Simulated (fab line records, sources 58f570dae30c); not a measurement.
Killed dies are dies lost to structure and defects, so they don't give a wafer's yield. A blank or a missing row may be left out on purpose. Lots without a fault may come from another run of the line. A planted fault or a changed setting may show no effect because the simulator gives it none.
Problem report in the 8D (eight disciplines) form, filled by code | flow berkeley_cmos170 | the parts of the form that need people (team, actions taken, sign-off) are left out

1. THE PROBLEM
NWELL_TW at UCB170_NWELL_TW_MEAS_16 reads a mean of 1327 on 9 wafers of 3 lots; wafers without a fault read 1252 with a standard deviation of 13. That is +5.8 standard deviations from the usual mean.
First seen on wafer L183.1, day 4 03:53, on film_metro-04. The record holds 45 wafers of 15 lots with a number at this step. Rule for "out", or "out of limits": more than 4 standard deviations from the usual mean. The other wafers with a number count as sound.

2. WHAT IT IS AND WHAT IT IS NOT
question                    | is                     | is not
which readings at this step | NWELL_TW               | -
which lots                  | L183, L187, L189       | L175, L176, L177, L178, L179, L181, L182, L184, L192, L194, L197, L198
which wafers of those lots  | all that have a number | -
read on which gauges        | film_metro-04          | film_metro-01, film_metro-03
when                        | from day 4 03:53       | up to then (24 sound wafers); but 12 sound wafers of L192, L194, L197, L198 came after

3. SUSPECTS, AND WHAT RULES EACH OUT
Counting: a tool at a process step up to the reading stays a suspect if it ran every lot that is out and no sound lot after the first of them.
- the gauge at UCB170_NWELL_TW_MEAS_16: ruled out. All the wafers that are out were read on film_metro-04, but those of them that UCB170_NWELL_IMPLANT_14 has rows for are out there too, on other tools.
- implanter-03 at UCB170_NWELL_IMPLANT_14: kept. It ran every lot that is out, first L183 (day 4 03:38), and no sound lot after that; its last sound lot up to then is L184 (day 4 03:14). Its own readings are out on those wafers: beam_energy_keV.
Left after counting: implanter-03 at UCB170_NWELL_IMPLANT_14.

4. THE CAUSE (what the simulator had put in)
Process parameter drift: implanter-03, from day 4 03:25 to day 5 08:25, at UCB170_NWELL_IMPLANT_14. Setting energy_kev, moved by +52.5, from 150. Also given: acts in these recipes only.
Counting left only this tool.

5. THE CHAIN OF EFFECTS, in route order
Each row: a reading whose mean over the struck wafers that have a number lies more than 3 standard deviations from the usual. Only readings for which the record gives a usual standard deviation are gone through. hours: the time from each lot's start at the first step in this table that gives one to its start at this step, as a median over the lots. sigmas: the change in usual standard deviations.
hours | step                    | reading         | usual  | on struck wafers | change | sigmas
0     | UCB170_NWELL_IMPLANT_14 | beam_energy_keV | 150.00 | 202.48           | +52.48 | +99 or more
0     | UCB170_NWELL_TW_MEAS_16 | NWELL_TW        | 1252   | 1327             | +75    | +5.8
The process steps in it:
- UCB170_NWELL_IMPLANT_14
Later measuring or inspecting steps at which every struck wafer that the step has a row for has a number for every such reading, and none has moved that far: UCB170_PFIELD_OVL_MEAS_06, UCB170_NVT_OVL_MEAS_06, UCB170_NSD_OVL_MEAS_07.

6. WHAT WOULD HAVE CAUGHT IT SOONER
In this record the first reading out of limits at a measuring or inspecting step was taken at day 4 03:53, 0 hours after the fault began at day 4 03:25.
The tool's own readings at UCB170_NWELL_IMPLANT_14 were out on every struck wafer that the step has a row for (beam_energy_keV): an alarm limit on them would have fired on the first of those.
Of the lots that are out (3), L187, L189 began UCB170_NWELL_IMPLANT_14 on implanter-03 after day 4 03:53. A hold on the tool at that time would have spared those 2.
